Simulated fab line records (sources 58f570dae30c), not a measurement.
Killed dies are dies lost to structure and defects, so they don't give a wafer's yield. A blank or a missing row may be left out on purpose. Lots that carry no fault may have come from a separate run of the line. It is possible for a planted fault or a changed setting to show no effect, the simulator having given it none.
Matching of chambers	flow berkeleyCmos170	UCB170_V2_CMP_02 on cmp-01 has 4 sister chambers
The step polishes SiO2. 8 wafers are shown with their chamber, then 8 later ones without.

WAFERS WITH THEIR CHAMBER
wafer	chamber	motorCurrentA (A)
L459.5	2	16.0
L464.3	0	13.9
L466.1	2	16.2
L466.4	1	16.1
L466.6	1	16.4
L472.1	0	14.4
L472.6	3	16.6
L471.2	3	17.1

WAFERS WHOSE CHAMBER IS MISSING
wafer	motorCurrentA (A)
L471.3	17.1
L471.6	15.7
L477.1	16.5
L477.2	16.5
L477.5	15.7
L479.2	16.3
L479.4	14.5
L479.5	15.4

EACH ONE'S CHAMBER
wafer	from the rows above	in truth
L471.3	3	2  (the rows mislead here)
L471.6	can't be placed: 2 or 1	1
L477.1	can't be placed: 1 or 3 or 2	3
L477.2	can't be placed: 1 or 3 or 2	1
L477.5	can't be placed: 2 or 1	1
L479.2	can't be placed: 1 or 2 or 3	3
L479.4	0	0
L479.5	can't be placed: 2 or 1 or 0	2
1 of 8 placed correctly. Unplaceable from these rows: 6, with the true chamber sitting among the candidates in 6. Number placed wrongly: 1.
How it was worked out, from the rows above alone: a wafer's distance from a chamber is the root of the sum, over the readings, of the square of ((its reading less the chamber's mean) divided by the reading's scatter). The wafer belongs to the nearest chamber; if the next one is less than 2 further off, it can't be placed. Each chamber's mean is taken over the wafers shown for it. The scatter: take each reading less its chamber's mean, square it, sum over the shown wafers, divide by the number of wafers less the number of chambers, and take the root.
